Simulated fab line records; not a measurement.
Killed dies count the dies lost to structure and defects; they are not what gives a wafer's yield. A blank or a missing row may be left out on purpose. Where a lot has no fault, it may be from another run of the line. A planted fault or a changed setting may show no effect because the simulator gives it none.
Tool commonality check -- flow rit_cmos -- Sample size 14 lots and 48 wafers

== WHY THIS WAS OPENED ==
2 of 14 lots carry a flag on the reading ACTIVE_OXIDE_THK at RIT_ACTIVE_THK_MEAS_02. No-fault wafers: 46.3 nm, standard deviation 0.83.
Rule: a lot gets a flag if all its wafers with a number sit over 4 standard deviations from that mean, or if no wafer of it has a number. The rest of the lots are taken to be sound.

lot,measured,on,"ACTIVE_OXIDE_THK (nm), wafer by wafer",flag
L985,day 1 17:03,film_metro-03,46.8 45.9 46.0,
L986,day 1 22:04,film_metro-03,46.2 45.5 46.0,
L988,day 2 08:03,film_metro-03,36.1 35.8 36.3 36.1 35.7 36.2,FLAGGED
L991,day 2 23:03,film_metro-01,36.9 36.4 36.7 36.9 36.4 36.6,FLAGGED
L996,day 4 00:04,film_metro-03,45.0 46.6 46.7,
L997,day 4 05:03,film_metro-03,46.8 45.9 46.8,
L998,day 4 10:11,film_metro-03,45.4 45.4 45.3,
L100,day 4 20:56,film_metro-04,45.8 47.1 46.9,
L101,day 5 01:04,film_metro-01,47.6 46.9 47.4,
L102,day 5 08:53,film_metro-04,47.4 47.0 48.7,
L103,day 5 12:09,film_metro-04,46.6 47.0 47.1,
L104,day 5 16:04,film_metro-03,45.0 45.4 45.1,
L106,day 6 03:13,film_metro-04,46.2 45.5 45.4,
L107,day 6 07:23,film_metro-03,46.3 46.0 45.2,
The mean of the flagged lots' numbers is 36.3 nm, -10.0 nm from the usual (-12 standard deviations).

== TOOL THAT RAN EACH LOT ==
The record holds 1 process step before the reading, out of a route of 202 steps. Each cell gives the tool, then ch followed by the chambers the sampled wafers passed through, then the start.
lot,flag,RIT_ACTIVE_OXIDATION_01
L985,,"furnace-02 ch 0, day 1 15:07"
L986,,"furnace-03 ch 0, day 1 20:07"
L988,FLAGGED,"furnace-02 ch 0, day 2 06:07"
L991,FLAGGED,"furnace-02 ch 0, day 2 21:07"
L996,,"furnace-01 ch 0, day 3 22:07"
L997,,"furnace-01 ch 0, day 4 03:07"
L998,,"furnace-03 ch 0, day 4 08:14"
L100,,"furnace-01 ch 0, day 4 19:00"
L101,,"furnace-03 ch 0, day 4 23:07"
L102,,"furnace-03 ch 0, day 5 06:56"
L103,,"furnace-03 ch 0, day 5 10:11"
L104,,"furnace-01 ch 0, day 5 14:07"
L106,,"furnace-02 ch 0, day 6 01:15"
L107,,"furnace-03 ch 0, day 6 05:27"
What these steps do:
- RIT_ACTIVE_OXIDATION_01: target thk 46.8 nm, ox time 3360 s.
- RIT_ACTIVE_THK_MEAS_02

== FLAGGED OVER TOTAL, TOOL BY TOOL (the gauges that took the reading come last) ==
step,tool,lots run,flagged,share of the flagged lots,sound lots run after its first flagged lot
RIT_ACTIVE_OXIDATION_01,furnace-01,4,0,none,-
RIT_ACTIVE_OXIDATION_01,furnace-02,4,2,all,1 (L106)
RIT_ACTIVE_OXIDATION_01,furnace-03,6,0,none,-
RIT_ACTIVE_THK_MEAS_02,film_metro-01,2,1,some,1 (L101)
RIT_ACTIVE_THK_MEAS_02,film_metro-03,8,1,some,"5 (L996,L997,L998,L104,L107)"
RIT_ACTIVE_THK_MEAS_02,film_metro-04,4,0,none,-

== THE TABLE: WHAT IT ALLOWS ==
All flagged lots share 1 row of the table, namely furnace-02 at RIT_ACTIVE_OXIDATION_01.
- furnace-02 at RIT_ACTIVE_OXIDATION_01: 2 of its 4 lots flagged. Sound lots ran on it after the first flagged one (L106), which a lasting fault on the whole tool wouldn't allow. Its own readings (spike_tc_centre_C, spike_tc_load_C, spike_tc_source_C, tube_center_temp_C, tube_center_temp_C_max) fall more than 4 standard deviations out on all wafers of the flagged lots.
Not one row of the table ran every flagged lot while running no sound lot after the first.

== WHAT WAS PUT IN BY THE SIMULATOR ==
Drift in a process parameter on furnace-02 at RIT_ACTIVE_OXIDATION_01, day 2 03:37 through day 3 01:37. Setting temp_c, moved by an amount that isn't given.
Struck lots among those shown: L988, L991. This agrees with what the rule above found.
